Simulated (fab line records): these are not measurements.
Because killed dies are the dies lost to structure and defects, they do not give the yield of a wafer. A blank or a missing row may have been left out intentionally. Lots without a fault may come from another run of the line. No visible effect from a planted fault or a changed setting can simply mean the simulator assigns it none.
One fault seen from 2 desks + flow berkeley cmos170 + each desk holds nothing but its own numbers, with what lay behind them at the end

## THE TOOL OWNER'S DESK: implanter-02
The tool's own readings at UCB170_PFIELD_IMPLANT_07, given as means over the sampled wafers that have a number, one for each lot that went through this tool. Marked OUT: a lot whose mean sits more than 4 standard deviations from the usual mean, which makes it out of limits; the brackets give that distance.
Columns: A = beam energy keV at UCB170_PFIELD_IMPLANT_07, usual 80.000; B = beam on s at UCB170_PFIELD_IMPLANT_07, usual 9.98 s
| lot  | first seen here | A                        | B     |
|------|-----------------|--------------------------|-------|
| L237 | day 5 01:22     | 80.007                   | 10.17 |
| L248 | day 6 15:59     | 92.055 (+99 or more) OUT | 9.87  |
| L249 | day 6 23:16     | 92.050 (+99 or more) OUT | 9.96  |
This desk's finding: out of limits on L248, L249; first on L248, day 6 15:59 (beam energy keV at UCB170_PFIELD_IMPLANT_07). L237 stayed within limits.

## METROLOGY DESK
What the gauges read for every lot (on any tool): the sampled wafers with a number, averaged. Marked OUT: a lot whose mean sits more than 4 standard deviations from the usual mean, which makes it out of limits; the brackets give that distance.
Columns: A = ACTIVE_OVL at UCB170_ACTIVE_OVL_MEAS_14, usual 1 nm; B = cd nm at UCB170_ACTIVE_CD_MEAS_90, usual 1200.4 nm; C = PFIELD_OVL at UCB170_PFIELD_OVL_MEAS_06, usual -1 nm
| lot  | first seen here | A  | B      | C  |
|------|-----------------|----|--------|----|
| L235 | day 3 16:43     | 4  | 1198.4 | -0 |
| L237 | day 4 22:59     | 6  | 1199.2 | 5  |
| L248 | day 6 14:02     | 6  | 1200.1 | -9 |
| L249 | day 6 20:23     | -2 | 1201.4 | 2  |
| L253 | day 7 22:16     | -1 | 1199.0 | -3 |
| L258 | day 8 15:43     | 13 | 1199.2 | 1  |
This desk's finding: nothing out of limits on any of the 6 lots.

## TAKEN TOGETHER
An alarm could have come from the tool owner's desk at day 6 15:59, on L248, L249.
Metrology desk: nothing out of limits seen.
The metrology desk holds a record of L248, L249, inside its limits.
On implanter-02, each named lot ran UCB170_PFIELD_IMPLANT_07.

## WHAT THE SIMULATOR PUT IN
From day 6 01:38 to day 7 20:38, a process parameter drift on implanter-02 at UCB170_PFIELD_IMPLANT_07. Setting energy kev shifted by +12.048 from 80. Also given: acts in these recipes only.
Lots struck among those shown: L248, L249.
Each desk's first reading out of limits, in hours after the fault started: the tool owner's desk, 14.
